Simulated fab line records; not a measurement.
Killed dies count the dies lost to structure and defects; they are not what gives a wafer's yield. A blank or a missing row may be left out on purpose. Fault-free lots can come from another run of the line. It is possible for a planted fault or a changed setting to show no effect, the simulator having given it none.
A struck lot beside a sound one | flow ritCmos | 34 out of 202 route steps
Sound: wafers L518.1, L518.2, L518.5. Wafers L516.3, L516.4, L516.6 were the ones struck. Last of all comes the cause.
Each step with rows lists, per side, the tool, then ch with its chambers, then its first start. Under that, the readings that differ: sound wafers | struck wafers | difference of the means | sigmas: that difference in standard deviations of wafers without a fault.
alike: a reading whose means differ by less than 2 such deviations, as well as words and numbers matching on both sides. not compared: withheld readings; readings where some wafer has no value; bounds like >300 that might hide an equal value; numbers whose values overlap and for which the record gives no deviation.
Wherever a step has rows on one side only, a row that says differs or no value, or a row with sigmas, the two part there. Numbers that don't overlap but have no deviation are shown without sigmas and don't part them. A reading missing from all wafers of one side parts the sides only when that side holds two or more wafers.

first, 2 steps without rows for these wafers: RIT_SPACER_CLEAN_02 (cleans in SC2, time 600 s); RIT_SPACER_CVD_03 (deposits Si3N4 from SiH2Cl2/NH3, target thk 250 nm, time 3300 s).
RIT_SPACER_THK_MEAS_04:
  sound on filmMetro-02 at day 6 13:04; struck on filmMetro-03 at day 6 01:53
reading                 | sound             | struck            | difference | sigmas
SPACER_NITRIDE_THK (nm) | 253.0 254.9 250.4 | 246.5 248.3 247.0 | -5.5       | -2
RIT_SPACER_ETCHBACK_05: etches Si3N4 in SF6/CHF3, stops on SiO2, target depth 250 nm, time 240 s.
  sound on rieDiel-04 ch 0,1,2, day 6 13:08; struck on rieDiel-04 ch 1,2, day 6 01:55
  alike: drypumpMotorCurrentA, oesProductAu, throttleValvePct
  not compared: rfHoursCounterH
then, 6 steps without rows for these wafers: RIT_NSD_HMDS_00 (prime time 60 s); RIT_NSD_COAT_01 (resist thk 1000 nm); RIT_NSD_SOFTBAKE_02 (time 60 s); RIT_NSD_EXPOSE_03 (exposes mask M9, target cd 40700 nm); RIT_NSD_PEB_04; RIT_NSD_DEVELOP_05 (develop time 50 s).
RIT_NSD_OVL_MEAS_06:
  sound on overlay-02 at day 6 14:17; struck on overlay-01 at day 6 02:56
  alike: NSD_OVL
then, 1 step without rows for these wafers: RIT_NSD_HARDBAKE_07 (time 60 s).
RIT_NSD_IMPLANT_08:
  sound on implanter-03 ch 0, day 6 14:29; struck on implanter-04 ch 0, day 6 03:10
reading     | sound                          | struck                           | difference  | sigmas
doseIonsCm2 | 1.0019e+15 9.995e+14 1.002e+15 | 1.0429e+15 1.0428e+15 1.0424e+15 | +4.1567e+13 | +42
RIT_NSD_STRIP_09: strips in O2, time 180 s.
  sound on plasmaAsher-04 ch 0,1, day 6 14:38; struck on plasmaAsher-01 ch 0,1, day 6 03:19
  alike: drypumpMotorCurrentA
  not compared: rfHoursCounterH
RIT_NSD_TW_MEAS_10:
  sound on filmMetro-03 at day 6 14:48; struck on filmMetro-01 at day 6 03:27
  alike: NSD_TW
then, 6 steps without rows for these wafers: RIT_PSD_HMDS_00 (prime time 60 s); RIT_PSD_COAT_01 (resist thk 1000 nm); RIT_PSD_SOFTBAKE_02 (time 60 s); RIT_PSD_EXPOSE_03 (exposes mask M10, target cd 40900 nm); RIT_PSD_PEB_04; RIT_PSD_DEVELOP_05 (develop time 50 s).
RIT_PSD_OVL_MEAS_06:
  sound on overlay-02 at day 6 15:43; struck on overlay-01 at day 6 04:21
  alike: PSD_OVL
then, 2 steps without rows for these wafers: RIT_PSD_HARDBAKE_07 (time 60 s); RIT_PSD_IMPLANT_08.
RIT_PSD_STRIP_09: strips in O2, time 180 s.
  sound on plasmaAsher-04 ch 0,1, day 6 16:03; struck on plasmaAsher-03 ch 0,1, day 6 04:44
  alike: drypumpMotorCurrentA
  not compared: rfHoursCounterH
RIT_PSD_TW_MEAS_10:
  sound on filmMetro-01 at day 6 16:13; struck on filmMetro-01 at day 6 04:52
  alike: PSD_TW
then, 3 steps without rows for these wafers: RIT_SDANNEAL_CLEAN_00 (cleans in SC1, time 600 s); RIT_SDANNEAL_CLEAN_01 (cleans in dHF, time 30 s); RIT_SDANNEAL_CLEAN_02 (cleans in SC2, time 600 s).
RIT_SDANNEAL_RTA_03: time 5 s.
  sound on rtpAnneal-01 ch 0, day 6 16:41; struck on rtpAnneal-01 ch 0, day 6 05:20
  alike: wafer_temp_C_max
RIT_SDANNEAL_RS_MEAS_04: measures by four-point-probe.
  sound on filmMetro-03 at day 6 16:48; struck on filmMetro-04 at day 6 05:27
  alike: PSD_RS
RIT_SDANNEAL_RS_MEAS_05: measures by four-point-probe.
  sound on filmMetro-03 at day 6 16:55; struck on filmMetro-04 at day 6 05:34
reading         | sound             | struck            | difference | sigmas
NSD_RS (ohm/sq) | 85.08 84.91 84.61 | 81.89 81.69 81.72 | -3.10      | -11
RIT_SDANNEAL_RS_MEAS_06: measures by four-point-probe.
  sound on filmMetro-03 at day 6 17:02; struck on filmMetro-04 at day 6 05:41
  alike: PLDD_RS
RIT_M1_PROBE_99:
  sound on prober-01 at day 7 00:23; struck on prober-01 at day 6 13:26
reading                           | sound             | struck            | difference | sigmas
model.etest.contactNplus.endOhmUm | 42.18 40.78 40.78 | 38.97 40.13 38.76 | -1.96      | 
  alike: killedAtContacts, killedAtFrontEnd, killedDies, killedOpen, killedShort

== WHERE THEY PART ==
Last at RIT_SDANNEAL_RS_MEAS_05 as far as this record goes, first at RIT_SPACER_THK_MEAS_04. Later steps at which nothing parts them and some readings are alike: RIT_SDANNEAL_RS_MEAS_06, RIT_M1_PROBE_99.

WHY: the cause the simulator had injected
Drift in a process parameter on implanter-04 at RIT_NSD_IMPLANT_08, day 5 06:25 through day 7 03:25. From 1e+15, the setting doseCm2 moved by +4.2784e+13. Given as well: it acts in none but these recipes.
